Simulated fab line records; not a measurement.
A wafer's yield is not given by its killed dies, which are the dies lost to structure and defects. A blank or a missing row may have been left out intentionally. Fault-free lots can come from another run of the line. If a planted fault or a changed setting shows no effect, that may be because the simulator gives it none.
8D (eight disciplines) problem report, filled in by code -- flow rit_cmos -- the parts of the form that need people (team, actions taken, sign-off) are left out

1. THE ISSUE
Mean PSD_RS at RIT_SDANNEAL_RS_MEAS_04: 112.51 ohm/sq over 6 wafers in 2 lots; fault-free wafers: 115.88 ohm/sq, standard deviation 0.29. Relative to the usual mean, that is a shift of -12 standard deviations.
The step: measures by four-point-probe.
First observed at day 4 18:20: wafer L103.3, on film_metro-02. At this step, 39 wafers from 13 lots have a number in the record. Rule for "out", or "out of limits": more than 4 standard deviations from the usual mean. The rest of the wafers with a number are treated as sound.

2. WHAT IT IS, AND WHAT IT ISN'T
question,is,is not
which readings at this step,PSD_RS,-
which lots,"L103, L105","L109, L111, L113, L115, L117, L118, L995, L996, L997, L998, L999"
which wafers of those lots,all that have a number,-
read on which gauges,"film_metro-02, film_metro-03",film_metro-01
when,from day 4 18:20,"up to then (15 sound wafers); but 18 sound wafers of L109, L111, L113, L115, L117, L118 came after"

3. WHAT RULES OUT EACH SUSPECT
Counting: any tool at a process step up to the reading is kept as a suspect provided that every lot that is out went through it and no sound lot did after the first of them.
- the gauge at RIT_SDANNEAL_RS_MEAS_04 has been ruled out. Those wafers that are out were read across 2 gauges (film_metro-02, film_metro-03).
- rtp_anneal-02 at RIT_SDANNEAL_RTA_03 (time 5 s): ruled out as a lasting fault. After its first lot that is out, L103 (day 4 18:16), sound lots L118 ran on it.
Left after counting: nothing in the record.

4. THE CAUSE (what the simulator had put in)
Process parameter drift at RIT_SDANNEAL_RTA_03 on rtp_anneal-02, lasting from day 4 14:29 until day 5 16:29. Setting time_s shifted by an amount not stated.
The count ruled it out by mistake, since the rule takes a fault to strike every lot its tool runs from the start of the fault on, and this one did not do so.

5. THE CHAIN OF EFFECTS, in route order
One row per reading whose mean, taken over the struck wafers that have a number, lies over 3 standard deviations from the usual. Scope: only readings with a usual standard deviation given in the record; hours: median across lots of the time from each lot's start at the first step in this table that gives one to its start at this step; sigmas: change in usual standard deviations.
hours,step,reading,usual,on struck wafers,change,sigmas
0,RIT_SDANNEAL_RS_MEAS_04,PSD_RS,115.88 ohm/sq,112.51,-3.37,-12
0,RIT_SDANNEAL_RS_MEAS_06,PLDD_RS,178.7 ohm/sq,175.3,-3.4,-7.4
Later steps that measure or inspect, where all struck wafers having a row at the step show a number for every such reading and not one has moved that far: RIT_SDANNEAL_RS_MEAS_05.

6. WHAT WOULD HAVE CAUGHT IT SOONER
Counted from the fault's start at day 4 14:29, it took 4 hours until the first out-of-limits reading at a measuring or inspecting step in this record, taken at day 4 18:20.
Of the tool readings at RIT_SDANNEAL_RTA_03 for which the record gives a usual standard deviation, none was out on any struck wafer, so an alarm limit of 4 standard deviations on them would not have fired.
